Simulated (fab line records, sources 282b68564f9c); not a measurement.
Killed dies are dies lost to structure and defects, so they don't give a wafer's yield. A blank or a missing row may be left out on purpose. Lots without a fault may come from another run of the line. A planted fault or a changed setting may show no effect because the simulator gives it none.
A sampling plan put to the test | flow rit_cmos | one fab line, 33 faults that these records tell of, each judged on the records of the lots that it struck
The plan is the line's own looks: the steps of the route at which a gauge or an inspection reads the wafer and doesn't change it. A look can be judged if struck wafers have a number there and the file gives its usual mean and standard deviation on fault-free wafers. Caught: at a look after the fault's first step, the mean of the struck wafers lies 4 or more of those standard deviations (sigma) from the usual mean. On the tool: the same test on the tool's own readings at the fault's steps. Another recipe on the struck wafers, or a record that is blank for them alone, also counts as caught.

THE FAULTS, as the simulator had put them in
1. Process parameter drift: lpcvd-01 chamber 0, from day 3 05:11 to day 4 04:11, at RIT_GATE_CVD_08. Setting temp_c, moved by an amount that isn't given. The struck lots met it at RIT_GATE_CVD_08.
2. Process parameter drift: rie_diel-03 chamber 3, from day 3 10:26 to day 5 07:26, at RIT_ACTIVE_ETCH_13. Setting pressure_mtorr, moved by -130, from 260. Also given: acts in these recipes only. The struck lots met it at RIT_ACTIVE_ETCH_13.
3. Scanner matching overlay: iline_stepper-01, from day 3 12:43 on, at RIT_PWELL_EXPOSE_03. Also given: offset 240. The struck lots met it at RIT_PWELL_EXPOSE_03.
4. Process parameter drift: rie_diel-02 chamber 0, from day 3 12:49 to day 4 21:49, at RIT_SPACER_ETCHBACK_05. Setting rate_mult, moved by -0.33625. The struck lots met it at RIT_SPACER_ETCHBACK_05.
5. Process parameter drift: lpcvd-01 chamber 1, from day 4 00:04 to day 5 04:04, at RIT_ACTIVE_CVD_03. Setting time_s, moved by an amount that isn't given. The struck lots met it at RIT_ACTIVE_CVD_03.
6. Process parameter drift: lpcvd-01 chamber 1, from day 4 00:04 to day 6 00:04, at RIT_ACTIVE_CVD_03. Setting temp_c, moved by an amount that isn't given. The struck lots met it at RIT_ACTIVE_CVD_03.
7. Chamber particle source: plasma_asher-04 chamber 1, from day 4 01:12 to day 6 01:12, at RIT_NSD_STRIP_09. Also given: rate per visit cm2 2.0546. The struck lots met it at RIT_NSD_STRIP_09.
8. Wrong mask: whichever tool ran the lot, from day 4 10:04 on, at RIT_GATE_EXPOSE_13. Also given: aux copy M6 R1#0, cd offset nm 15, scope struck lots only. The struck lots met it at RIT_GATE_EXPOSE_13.
9. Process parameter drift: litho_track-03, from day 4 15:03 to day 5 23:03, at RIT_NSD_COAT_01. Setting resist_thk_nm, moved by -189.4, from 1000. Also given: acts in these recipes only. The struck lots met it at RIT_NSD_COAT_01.
10. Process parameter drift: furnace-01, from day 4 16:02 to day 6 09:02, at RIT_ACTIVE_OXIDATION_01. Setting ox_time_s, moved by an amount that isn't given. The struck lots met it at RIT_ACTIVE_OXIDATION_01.
11. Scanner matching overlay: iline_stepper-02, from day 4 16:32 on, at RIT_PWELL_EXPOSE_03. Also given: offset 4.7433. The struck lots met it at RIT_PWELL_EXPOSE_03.
12. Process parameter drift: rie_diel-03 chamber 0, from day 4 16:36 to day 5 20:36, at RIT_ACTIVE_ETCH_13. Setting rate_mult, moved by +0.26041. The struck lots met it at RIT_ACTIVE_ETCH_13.
13. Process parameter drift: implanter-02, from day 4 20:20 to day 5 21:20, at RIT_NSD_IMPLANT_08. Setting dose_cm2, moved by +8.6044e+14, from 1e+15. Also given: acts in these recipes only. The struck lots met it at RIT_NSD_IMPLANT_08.
14. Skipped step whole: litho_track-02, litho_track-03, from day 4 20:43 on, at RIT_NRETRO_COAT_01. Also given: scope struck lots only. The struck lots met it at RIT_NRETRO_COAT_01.
15. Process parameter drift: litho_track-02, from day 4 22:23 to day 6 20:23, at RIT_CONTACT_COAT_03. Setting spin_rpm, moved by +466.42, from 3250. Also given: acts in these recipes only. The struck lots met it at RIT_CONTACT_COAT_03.
16. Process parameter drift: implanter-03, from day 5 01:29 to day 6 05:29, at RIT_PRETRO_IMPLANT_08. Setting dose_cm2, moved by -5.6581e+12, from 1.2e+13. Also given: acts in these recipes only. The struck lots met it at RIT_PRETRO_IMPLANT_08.
17. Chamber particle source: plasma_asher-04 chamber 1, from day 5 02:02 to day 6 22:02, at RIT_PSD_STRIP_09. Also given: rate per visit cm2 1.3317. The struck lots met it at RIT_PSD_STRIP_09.
18. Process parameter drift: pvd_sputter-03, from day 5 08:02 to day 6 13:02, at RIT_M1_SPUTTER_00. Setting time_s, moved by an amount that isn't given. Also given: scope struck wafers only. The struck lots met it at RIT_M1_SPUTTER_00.
19. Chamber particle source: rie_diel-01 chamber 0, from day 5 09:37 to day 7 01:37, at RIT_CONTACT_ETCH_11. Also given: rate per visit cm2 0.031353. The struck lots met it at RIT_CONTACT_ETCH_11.
20. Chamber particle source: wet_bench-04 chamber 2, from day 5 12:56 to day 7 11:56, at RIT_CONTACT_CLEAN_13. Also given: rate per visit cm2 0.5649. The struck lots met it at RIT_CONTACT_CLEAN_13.
21. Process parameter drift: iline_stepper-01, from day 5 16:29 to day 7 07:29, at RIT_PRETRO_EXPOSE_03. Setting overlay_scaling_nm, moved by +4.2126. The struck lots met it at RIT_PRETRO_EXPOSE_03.
22. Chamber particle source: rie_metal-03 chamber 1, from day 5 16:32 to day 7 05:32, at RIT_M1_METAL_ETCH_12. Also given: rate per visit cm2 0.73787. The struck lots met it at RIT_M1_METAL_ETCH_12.
23. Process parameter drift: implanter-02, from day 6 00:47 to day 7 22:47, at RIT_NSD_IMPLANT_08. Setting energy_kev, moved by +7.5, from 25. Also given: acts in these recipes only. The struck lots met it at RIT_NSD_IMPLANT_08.
24. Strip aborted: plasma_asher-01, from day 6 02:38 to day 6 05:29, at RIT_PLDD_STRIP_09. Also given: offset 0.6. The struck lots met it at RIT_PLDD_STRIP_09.
25. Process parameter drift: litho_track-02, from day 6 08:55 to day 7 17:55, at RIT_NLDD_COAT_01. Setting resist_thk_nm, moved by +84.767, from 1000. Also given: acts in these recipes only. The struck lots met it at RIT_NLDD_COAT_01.
26. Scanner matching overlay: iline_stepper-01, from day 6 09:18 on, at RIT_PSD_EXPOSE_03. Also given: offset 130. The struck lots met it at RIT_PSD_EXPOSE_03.
27. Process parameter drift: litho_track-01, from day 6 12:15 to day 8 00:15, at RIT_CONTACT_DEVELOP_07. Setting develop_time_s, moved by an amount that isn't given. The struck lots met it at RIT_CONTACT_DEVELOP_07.
28. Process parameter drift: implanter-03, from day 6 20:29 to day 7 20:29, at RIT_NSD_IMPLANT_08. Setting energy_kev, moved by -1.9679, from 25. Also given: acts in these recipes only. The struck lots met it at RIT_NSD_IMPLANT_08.
29. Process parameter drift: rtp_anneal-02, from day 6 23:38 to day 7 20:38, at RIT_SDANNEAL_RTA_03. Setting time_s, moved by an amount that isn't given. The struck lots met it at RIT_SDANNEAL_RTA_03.
30. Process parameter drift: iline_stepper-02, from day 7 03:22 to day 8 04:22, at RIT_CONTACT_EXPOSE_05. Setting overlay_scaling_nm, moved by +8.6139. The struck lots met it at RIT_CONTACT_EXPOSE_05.
31. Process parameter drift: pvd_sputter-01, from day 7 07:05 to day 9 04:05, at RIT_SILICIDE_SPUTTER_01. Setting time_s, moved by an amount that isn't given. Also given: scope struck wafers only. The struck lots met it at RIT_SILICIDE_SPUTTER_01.
32. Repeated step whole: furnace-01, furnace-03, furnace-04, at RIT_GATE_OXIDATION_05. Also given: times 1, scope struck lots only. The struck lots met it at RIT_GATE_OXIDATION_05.
33. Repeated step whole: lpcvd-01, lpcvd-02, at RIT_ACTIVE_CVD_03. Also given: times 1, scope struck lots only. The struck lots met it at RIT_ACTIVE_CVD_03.

WHAT THE PLAN SAW
fault | on the tool itself                               | first look that catches it                      | reading, sigma                                        | median hours from its first step to that look | hours from the fault's start to the first struck lot there | judged looks passed uncaught
1     | susceptor_temp_C +54 sigma                       | RIT_GATE_THK_MEAS_09                            | GATE_POLY_THK +41                                     | 1.6                                           | 15                                                         | 0
2     | chamber_pressure_mTorr -99 or beyond sigma       | no look after it can be judged                  | -                                                     | -                                             | -                                                          | 0
3     | no reading that can be judged                    | RIT_PWELL_OVL_MEAS_06                           | PWELL_OVL +99 or beyond                               | 0.4                                           | 3                                                          | 0
4     | oes_product_au -7.6 sigma                        | no look after it can be judged                  | -                                                     | -                                             | -                                                          | 0
5     | under 2 sigma                                    | RIT_ACTIVE_THK_MEAS_04                          | ACTIVE_NITRIDE_THK -46                                | 1.4                                           | 3                                                          | 0
6     | susceptor_temp_C +99 or beyond sigma             | RIT_ACTIVE_THK_MEAS_04                          | ACTIVE_NITRIDE_THK +68                                | 1.4                                           | 3                                                          | 0
7     | under 2 sigma                                    | no look after it can be judged                  | -                                                     | -                                             | -                                                          | 0
8     | under 2 sigma                                    | RIT_GATE_CD_MEAS_16                             | cd_nm +6.4                                            | 0.4                                           | 3                                                          | 0
9     | no reading that can be judged                    | not the one look that can be judged after it    | -                                                     | -                                             | -                                                          | 1
10    | under 2 sigma                                    | RIT_ACTIVE_THK_MEAS_02                          | ACTIVE_OXIDE_THK -21                                  | 1.9                                           | 4                                                          | 0
11    | no reading that can be judged                    | RIT_PWELL_OVL_MEAS_06                           | PWELL_OVL +4.2                                        | 0.4                                           | 7                                                          | 0
12    | under 2 sigma                                    | none of the 4 looks that can be judged after it | -                                                     | -                                             | -                                                          | 4
13    | dose_ions_cm2 +99 or beyond sigma                | RIT_NSD_TW_MEAS_10                              | NSD_TW +11                                            | 0.3                                           | 5                                                          | 0
14    | the tool's record is blank for the struck wafers | RIT_PRETRO_TW_MEAS_10                           | PRETRO_TW +98                                         | 3.1                                           | 6                                                          | 0
15    | spin_speed_rpm +99 or beyond sigma               | none of the 3 looks that can be judged after it | strongest: cd_nm at RIT_CONTACT_CD_MEAS_08, +2.8      | -                                             | -                                                          | 3
16    | dose_ions_cm2 -99 or beyond sigma                | RIT_PRETRO_TW_MEAS_10                           | PRETRO_TW -13                                         | 0.3                                           | 10                                                         | 0
17    | under 2 sigma                                    | no look after it can be judged                  | -                                                     | -                                             | -                                                          | 0
18    | under 2 sigma                                    | RIT_M1_RS_MEAS_01                               | M1_AL_RS +53                                          | 0.3                                           | 7                                                          | 0
19    | under 2 sigma                                    | none of the 7 looks that can be judged after it | -                                                     | -                                             | -                                                          | 7
20    | under 2 sigma                                    | not the one look that can be judged after it    | -                                                     | -                                             | -                                                          | 1
21    | under 2 sigma                                    | none of the 2 looks that can be judged after it | strongest: PRETRO_OVL at RIT_PRETRO_OVL_MEAS_06, +2.8 | -                                             | -                                                          | 2
22    | under 2 sigma                                    | no look after it can be judged                  | -                                                     | -                                             | -                                                          | 0
23    | beam_energy_keV +99 or beyond sigma              | RIT_NSD_TW_MEAS_10                              | NSD_TW +5.4                                           | 0.3                                           | 4                                                          | 0
24    | run_length_s -99 or beyond sigma                 | no look after it can be judged                  | -                                                     | -                                             | -                                                          | 0
25    | under 2 sigma                                    | not the one look that can be judged after it    | -                                                     | -                                             | -                                                          | 1
26    | no reading that can be judged                    | RIT_PSD_OVL_MEAS_06                             | PSD_OVL +99 or beyond                                 | 0.4                                           | 16                                                         | 0
27    | no reading that can be judged                    | not the one look that can be judged after it    | strongest: cd_nm at RIT_CONTACT_CD_MEAS_08, +2.5      | -                                             | -                                                          | 1
28    | beam_energy_keV -99 or beyond sigma              | not the one look that can be judged after it    | strongest: NSD_RS at RIT_SDANNEAL_RS_MEAS_05, +3.4    | -                                             | -                                                          | 1
29    | under 2 sigma                                    | RIT_SDANNEAL_RS_MEAS_04                         | PSD_RS -10                                            | 0.1                                           | 3                                                          | 0
30    | no reading that can be judged                    | RIT_CONTACT_OVL_MEAS_09                         | CONTACT_OVL -5.1                                      | 0.6                                           | 2                                                          | 0
31    | under 2 sigma                                    | RIT_SILICIDE_RS_MEAS_02                         | SILICIDE_TI_RS +28                                    | 0.2                                           | 10                                                         | 0
32    | no reading that can be judged                    | RIT_GATE_THK_MEAS_07                            | GATE_OXIDE_THK +37                                    | 3.7                                           | -                                                          | 0
33    | no reading that can be judged                    | RIT_ACTIVE_THK_MEAS_04                          | ACTIVE_NITRIDE_THK +99 or beyond                      | 3.7                                           | -                                                          | 0
A dash: the fault isn't caught, or these records don't give the number.

Caught at a look: 18 of 33. Caught on the tool: 11 of 33. By one or the other: 23 of 33.
Caught on the tool alone: faults 2, 4, 15, 24, 28.
Caught at a look alone: faults 3, 5, 8, 10, 11, 18, 26, 29, 30, 31, 32, 33.
Caught by neither: faults 7, 9, 12, 17, 19, 20, 21, 22, 25, 27.

THINNER SAMPLING
If the look that catches a fault measured only every second or every third lot, by lot number, the first struck lot would be measured this late in the worst case:
fault | struck lots at that look, in order of time | every lot | every second lot | every third lot
1     | L340                                       | 15 h      | may miss it      | may miss it
3     | L860, L861, L864                           | 3 h       | 9 h              | may miss all 3
5     | L435, L436                                 | 3 h       | 8 h              | may miss all 2
6     | L201, L202                                 | 3 h       | 8 h              | may miss all 2
8     | L199                                       | 3 h       | may miss it      | may miss it
10    | L627, L628                                 | 4 h       | 9 h              | may miss all 2
11    | L446, L447, L452, L453                     | 7 h       | 10 h             | may miss all 4
13    | L918, L921                                 | 5 h       | 20 h             | may miss all 2
14    | L626, L627, L628                           | 6 h       | 12 h             | 15 h
16    | L439, L440                                 | 10 h      | 15 h             | may miss all 2
18    | L294                                       | 7 h       | may miss it      | may miss it
23    | L270, L271                                 | 4 h       | 9 h              | may miss all 2
26    | L733, L734                                 | 16 h      | 24 h             | may miss all 2
29    | L712, L714                                 | 3 h       | may miss all 2   | may miss all 2
30    | L873, L874                                 | 2 h       | 10 h             | may miss all 2
31    | L606, L608                                 | 10 h      | may miss all 2   | may miss all 2
Hours are from the fault's start to the first struck lot that is measured. The limit of 4 sigma was tested on all struck wafers together, so one lot alone may lie under it. Other struck lots may not be in these records.

THE LONGEST TIMED WAY FROM STEP TO LOOK
Fault 33: a median of 3.7 hours passes between RIT_ACTIVE_CVD_03 and RIT_ACTIVE_THK_MEAS_04. No look between them can be judged.
